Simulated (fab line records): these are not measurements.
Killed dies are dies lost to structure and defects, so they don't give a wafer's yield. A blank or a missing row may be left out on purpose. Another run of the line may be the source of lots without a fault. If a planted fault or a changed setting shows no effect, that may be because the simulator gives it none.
One fault seen from 2 desks -- flow rit_cmos -- each desk has only its own numbers; what lay behind them comes last

## THE TOOL OWNER'S DESK: implanter-04
The tool's own readings at RIT_NRETRO_IMPLANT_08: means of the sampled wafers that have a number, for each lot that ran on this tool. Any lot whose mean is over 4 standard deviations away from the usual mean is out of limits and marked OUT; that distance is given in the brackets.
Columns: A = beam_energy_keV at RIT_NRETRO_IMPLANT_08, usual 70.001; B = dose_ions_cm2 at RIT_NRETRO_IMPLANT_08, usual 9.998e+12; C = faraday_current_uA at RIT_NRETRO_IMPLANT_08, usual 31.7
lot,first seen here,A,B,C
L729,day 2 21:17,70.018,9.997e+12,31.9
L733,day 3 15:47,70.005,9.999e+12,31.5
L734,day 3 19:08,70.016,9.991e+12,31.6
L738,day 4 19:15,70.001,7.805e+12 (-99 or more) OUT,24.5 (-11) OUT
L740,day 5 05:14,70.011,7.791e+12 (-99 or more) OUT,24.8 (-10) OUT
Finding of this desk: L738, L740 out of limits; the first was L738 at day 4 19:15, on dose_ions_cm2 at RIT_NRETRO_IMPLANT_08. L729, L733, L734: within limits.

## FROM THE METROLOGY DESK
What the gauges read for every lot (on any tool): the sampled wafers with a number, averaged. Any lot whose mean is over 4 standard deviations away from the usual mean is out of limits and marked OUT; that distance is given in the brackets.
Columns: A = FOX1_OXIDE_THK at RIT_FOX1_THK_MEAS_01, usual 352 nm; B = NRETRO_TW at RIT_NRETRO_TW_MEAS_10, usual 1057; C = cd_nm at RIT_M1_CD_MEAS_09, usual 2600.4 nm; D = M1_OVL at RIT_M1_OVL_MEAS_10, usual 0.9 nm
lot,first seen here,A,B,C,D
L729,day 2 05:46,349,1058,2598.8,1.8
L731,day 2 14:41,354,1043,2602.8,0.9
L732,day 2 21:07,358,1061,2602.6,-1.8
L733,day 3 00:22,355,1055,2602.1,2.5
L734,day 3 05:59,352,1055,2599.7,-0.5
L738,day 4 03:39,357,981 (-14) OUT,2603.1,1.7
L740,day 4 13:34,357,970 (-16) OUT,2603.5,2.1
L741,day 4 19:10,348,1063,2599.9,-0.3
L742,day 4 22:37,339,1055,2601.1,1.6
L744,day 5 08:10,348,1053,2598.3,1.9
L745,day 5 13:38,350,1058,2600.3,0.6
L746,day 5 19:22,347,1055,2599.0,0.9
L748,day 6 03:43,356,1055,2602.8,0.3
L750,day 6 15:56,349,1061,2599.5,1.9
Per this desk, out of limits: L738, L740; the first was L738, day 4 19:38 (NRETRO_TW at RIT_NRETRO_TW_MEAS_10). L729, L731, L732, L733, L734, L741, L742, L744, L745, L746, L748, L750: within limits.

## TAKEN TOGETHER
On L738, L740, at day 4 19:15, an alarm was possible from the tool owner's desk.
On L738, L740, the metrology desk was in a position to raise an alarm at day 4 19:38.
On implanter-04, each named lot ran RIT_NRETRO_IMPLANT_08.

## WHAT HAD BEEN PUT IN BY THE SIMULATOR
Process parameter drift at RIT_NRETRO_IMPLANT_08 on implanter-04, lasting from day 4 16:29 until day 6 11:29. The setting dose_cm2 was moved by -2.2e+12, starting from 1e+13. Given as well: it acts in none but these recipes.
Lots struck among those shown: L738, L740.
Time in hours from fault onset to the first out-of-limits reading at each desk: tool owner's desk 3, metrology desk 3.
